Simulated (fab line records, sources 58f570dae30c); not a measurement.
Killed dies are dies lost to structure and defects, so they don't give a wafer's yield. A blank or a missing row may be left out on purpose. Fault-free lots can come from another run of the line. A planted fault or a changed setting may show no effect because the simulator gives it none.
Which tool is to blame? | flow berkeley-cmos170 | 15 lots, 45 wafers sampled, at 6 steps of a route of 331

## WHAT EACH GAUGE READ, for each wafer
UCB170_ACTIVE_THK_MEAS_06. Usual: ACTIVE_NITRIDE_THK gives 223.5 nm (standard deviation 2.3).
lot  | measured    | on            | ACTIVE_NITRIDE_THK (nm) | flag
L766 | day 4 08:39 | film-metro-01 | 225.3 224.0 224.8       |
L767 | day 5 00:56 | film-metro-02 | 220.3 222.5 222.0       |
L768 | day 5 00:56 | film-metro-01 | 223.2 220.0 221.8       |
L771 | day 5 13:46 | film-metro-01 | 225.4 225.2 224.2       |
L770 | day 5 13:46 | film-metro-03 | 222.4 223.5 222.1       |
L772 | day 5 17:55 | film-metro-01 | 222.6 224.0 222.7       |
L774 | day 5 22:47 | film-metro-03 | 225.0 227.3 224.6       |
L777 | day 6 22:46 | film-metro-01 | 220.0 221.5 221.6       |
L778 | day 7 05:22 | film-metro-03 | 223.8 222.5 224.3       |
L782 | day 7 05:22 | film-metro-02 | 220.7 219.1 220.2       |
L781 | day 7 15:39 | film-metro-01 | 225.6 225.2 225.3       |
L786 | day 8 08:12 | film-metro-03 | 220.5 220.5 222.0       |
L788 | day 9 00:52 | film-metro-01 | 224.2 223.4 222.0       |
L787 | day 9 04:24 | film-metro-01 | 226.8 226.7 226.9       |
L789 | day 9 07:46 | film-metro-03 | 223.1 223.4 223.8       |

UCB170_NVT_OVL_MEAS_06. Usual: NVT_OVL gives 0 nm (standard deviation 5.2).
lot  | measured     | on         | NVT_OVL (nm) | flag
L766 | day 5 13:05  | overlay-02 | 0 1 3        |
L767 | day 6 09:01  | overlay-02 | 0 2 -4       |
L768 | day 6 09:04  | overlay-01 | -7 -5 0      |
L771 | day 7 01:52  | overlay-02 | 7 9 -3       |
L770 | day 7 02:30  | overlay-02 | 4 0 3        |
L772 | day 7 01:42  | overlay-02 | -7 1 -3      |
L774 | day 7 08:10  | overlay-01 | 1 3 7        |
L777 | day 8 02:24  | overlay-02 | - - -        | OFF
L778 | day 8 13:37  | overlay-02 | - - -        | OFF
L782 | day 8 13:29  | overlay-01 | - - -        | OFF
L781 | day 8 21:40  | overlay-01 | 4 7 0        |
L786 | day 9 17:19  | overlay-02 | -1 1 5       |
L788 | day 10 11:17 | overlay-01 | 4 12 11      |
L787 | day 10 12:23 | overlay-02 | 5 -8 5       |
L789 | day 10 14:19 | overlay-01 | 3 2 3        |

UCB170_PVT_TW_MEAS_09. Usual: PVT_TW gives 506 (standard deviation 5.3).
lot  | measured     | on            | PVT_TW      | flag
L766 | day 5 15:39  | film-metro-02 | 504 505 505 |
L767 | day 6 10:40  | film-metro-02 | 501 502 500 |
L768 | day 6 10:51  | film-metro-01 | 505 503 503 |
L771 | day 7 04:13  | film-metro-01 | 502 502 504 |
L770 | day 7 04:31  | film-metro-02 | 502 500 502 |
L772 | day 7 03:59  | film-metro-02 | 505 499 499 |
L774 | day 7 10:12  | film-metro-01 | 505 504 506 |
L777 | day 8 05:17  | film-metro-04 | 650 647 652 | OFF
L778 | day 8 16:11  | film-metro-04 | 649 646 650 | OFF
L782 | day 8 15:55  | film-metro-04 | 650 648 650 | OFF
L781 | day 8 23:31  | film-metro-01 | 504 508 506 |
L786 | day 9 19:05  | film-metro-04 | 513 515 510 |
L788 | day 10 14:41 | film-metro-04 | 514 516 512 |
L787 | day 10 14:47 | film-metro-02 | 502 502 504 |
L789 | day 10 16:20 | film-metro-02 | 506 504 505 |

## WHICH TOOL RAN EACH LOT (tool, then ch and the chambers of the sampled wafers, then the start)
lot  | UCB170_PFIELD_STRIP_08              | UCB170_NVT_COAT_01                | UCB170_PVT_STRIP_08
L766 | plasma-asher-03 ch 0, day 4 11:48   | litho-track-01 ch 0, day 5 12:16  | plasma-asher-04 ch 1, day 5 15:33
L767 | plasma-asher-03 ch 0,1, day 5 04:17 | litho-track-01 ch 0, day 6 08:10  | plasma-asher-04 ch 0,1, day 6 10:34
L768 | plasma-asher-01 ch 0, day 5 04:08   | litho-track-03 ch 0, day 6 08:11  | plasma-asher-02 ch 0,1, day 6 10:44
L771 | plasma-asher-01 ch 0,1, day 5 21:20 | litho-track-03 ch 0, day 7 01:07  | plasma-asher-04 ch 0,1, day 7 04:08
L770 | plasma-asher-04 ch 0,1, day 5 21:20 | litho-track-01 ch 0, day 7 01:32  | plasma-asher-01 ch 0,1, day 7 04:25
L772 | plasma-asher-04 ch 0,1, day 5 21:44 | litho-track-01 ch 0, day 7 01:00  | plasma-asher-01 ch 0, day 7 03:53
L774 | plasma-asher-03 ch 0,1, day 6 02:22 | litho-track-01 ch 0, day 7 06:47  | plasma-asher-04 ch 0,1, day 7 10:05
L777 | plasma-asher-01 ch 0,1, day 7 01:29 | litho-track-01, day 8 01:35       | plasma-asher-01 ch 0,1, day 8 05:11
L778 | plasma-asher-04 ch 0,1, day 7 09:16 | litho-track-04, day 8 12:22       | plasma-asher-01 ch 0,1, day 8 16:05
L782 | plasma-asher-01 ch 0,1, day 7 09:32 | litho-track-01, day 8 12:11       | plasma-asher-04 ch 0,1, day 8 15:49
L781 | plasma-asher-03 ch 0, day 7 19:58   | litho-track-04 ch 0, day 8 20:48  | plasma-asher-01 ch 0,1, day 8 23:25
L786 | plasma-asher-03 ch 0,1, day 8 10:57 | litho-track-01 ch 0, day 9 16:37  | plasma-asher-04 ch 0,1, day 9 18:59
L788 | plasma-asher-01 ch 0,1, day 9 05:14 | litho-track-04 ch 0, day 10 09:44 | plasma-asher-04 ch 0,1, day 10 14:32
L787 | plasma-asher-03 ch 0,1, day 9 10:01 | litho-track-04 ch 0, day 10 11:43 | plasma-asher-02 ch 0,1, day 10 14:41
L789 | plasma-asher-04 ch 0,1, day 9 14:38 | litho-track-01 ch 0, day 10 13:21 | plasma-asher-04 ch 0,1, day 10 16:14
- UCB170_PFIELD_STRIP_08: strips in O2.
- UCB170_NVT_COAT_01: resist thk 900 nm.
- UCB170_PVT_STRIP_08: strips in O2.

## WHAT THE TOOLS THEMSELVES READ (means of the sampled wafers that have a number; where no wafer has one, the mark that the record gives instead)
UCB170_PFIELD_STRIP_08. Usual: drypump-motor-current-A 5.5 A, standard deviation 0.39; oes-product-au 0.734 a.u., standard deviation 0.0044; strip-time-to-endpoint-s 21.62 s, standard deviation 0.066.
lot  | tool            | drypump-motor-current-A (A) | oes-product-au (a.u.) | strip-time-to-endpoint-s (s) | flag
L766 | plasma-asher-03 | 5.0                         | 0.735                 | 21.59                        |
L767 | plasma-asher-03 | 5.3                         | 0.731                 | 21.59                        |
L768 | plasma-asher-01 | 6.0                         | 0.732                 | 21.72                        |
L771 | plasma-asher-01 | 5.7                         | 0.735                 | 21.64                        |
L770 | plasma-asher-04 | 5.7                         | 0.735                 | 21.53                        |
L772 | plasma-asher-04 | 5.8                         | 0.738                 | 21.65                        |
L774 | plasma-asher-03 | 5.6                         | 0.734                 | 21.63                        |
L777 | plasma-asher-01 | 5.5                         | 0.736                 | 21.63                        |
L778 | plasma-asher-04 | 5.8                         | 0.736                 | 21.63                        |
L782 | plasma-asher-01 | 5.7                         | 0.735                 | 21.79                        |
L781 | plasma-asher-03 | 5.0                         | 0.736                 | 21.61                        |
L786 | plasma-asher-03 | 5.6                         | 0.736                 | 21.57                        |
L788 | plasma-asher-01 | 5.4                         | 0.732                 | 21.66                        |
L787 | plasma-asher-03 | 5.3                         | 0.734                 | 21.70                        |
L789 | plasma-asher-04 | 5.7                         | 0.733                 | 21.67                        |

UCB170_NVT_COAT_01. Usual: chill-plate-temp-C 22.99 C, standard deviation 0.12; dispense-pressure-kPa 50 kPa, standard deviation 4.8.
lot  | tool           | chill-plate-temp-C (C) | dispense-pressure-kPa (kPa) | flag
L766 | litho-track-01 | 23.04                  | 54                          |
L767 | litho-track-01 | 22.97                  | 54                          |
L768 | litho-track-03 | 22.81                  | 42                          |
L771 | litho-track-03 | 23.02                  | 42                          |
L770 | litho-track-01 | 22.91                  | 54                          |
L772 | litho-track-01 | 22.97                  | 54                          |
L774 | litho-track-01 | 22.92                  | 54                          |
L777 | litho-track-01 | -                      | -                           | OFF
L778 | litho-track-04 | -                      | -                           | OFF
L782 | litho-track-01 | -                      | -                           | OFF
L781 | litho-track-04 | 22.97                  | 51                          |
L786 | litho-track-01 | 23.07                  | 54                          |
L788 | litho-track-04 | 23.05                  | 51                          |
L787 | litho-track-04 | 23.03                  | 51                          |
L789 | litho-track-01 | 23.01                  | 54                          |

UCB170_PVT_STRIP_08. Usual: drypump-motor-current-A 5.7 A, standard deviation 0.37; oes-product-au 0.735 a.u., standard deviation 0.0045; strip-time-to-endpoint-s 21.64 s, standard deviation 0.064.
lot  | tool            | drypump-motor-current-A (A) | oes-product-au (a.u.) | strip-time-to-endpoint-s (s) | flag
L766 | plasma-asher-04 | 5.9                         | 0.737                 | 21.68                        |
L767 | plasma-asher-04 | 5.7                         | 0.735                 | 21.51                        |
L768 | plasma-asher-02 | 6.0                         | 0.738                 | 21.54                        |
L771 | plasma-asher-04 | 5.8                         | 0.730                 | 21.67                        |
L770 | plasma-asher-01 | 5.7                         | 0.734                 | 21.62                        |
L772 | plasma-asher-01 | 6.0                         | 0.735                 | 21.56                        |
L774 | plasma-asher-04 | 5.8                         | 0.734                 | 21.66                        |
L777 | plasma-asher-01 | 5.5                         | 0.735                 | 21.63                        |
L778 | plasma-asher-01 | 5.5                         | 0.728                 | 21.71                        |
L782 | plasma-asher-04 | 5.5                         | 0.733                 | 21.58                        |
L781 | plasma-asher-01 | 5.7                         | 0.737                 | 21.55                        |
L786 | plasma-asher-04 | 5.5                         | 0.738                 | 21.69                        |
L788 | plasma-asher-04 | 5.5                         | 0.737                 | 21.65                        |
L787 | plasma-asher-02 | 6.1                         | 0.735                 | 21.65                        |
L789 | plasma-asher-04 | 5.5                         | 0.738                 | 21.65                        |

## THE ANSWER, worked out from the rows above alone
Rule: take the mean of a lot's wafers that have a number; if it is more than 3 standard deviations from the usual mean, the lot is off. Also off: a lot with no number at a reading for which 4 or more lots have one. Where the step has rows for the other lots, those lots are counted as sound. The gauges are gone through in route order, then the tools' own readings, and for those a lot's mean is taken as printed above. At the first step where some lot is off, the reading lying furthest off is the one used; lots without a number count as furthest.
Off: L777, L778, L782, seen at UCB170_NVT_OVL_MEAS_06 (NVT_OVL). Without a number there: L777, L778, L782.
A tool fits if, at a process step before that reading, it ran every lot that is off, and no sound lot after the first of them. Not tried: the gauges at UCB170_NVT_OVL_MEAS_06; whatever is off there is also off at UCB170_PVT_TW_MEAS_09, on other tools, and gauge error can't account for it. Not one of the candidates tried fits.

## WHAT THE SIMULATOR PUT IN
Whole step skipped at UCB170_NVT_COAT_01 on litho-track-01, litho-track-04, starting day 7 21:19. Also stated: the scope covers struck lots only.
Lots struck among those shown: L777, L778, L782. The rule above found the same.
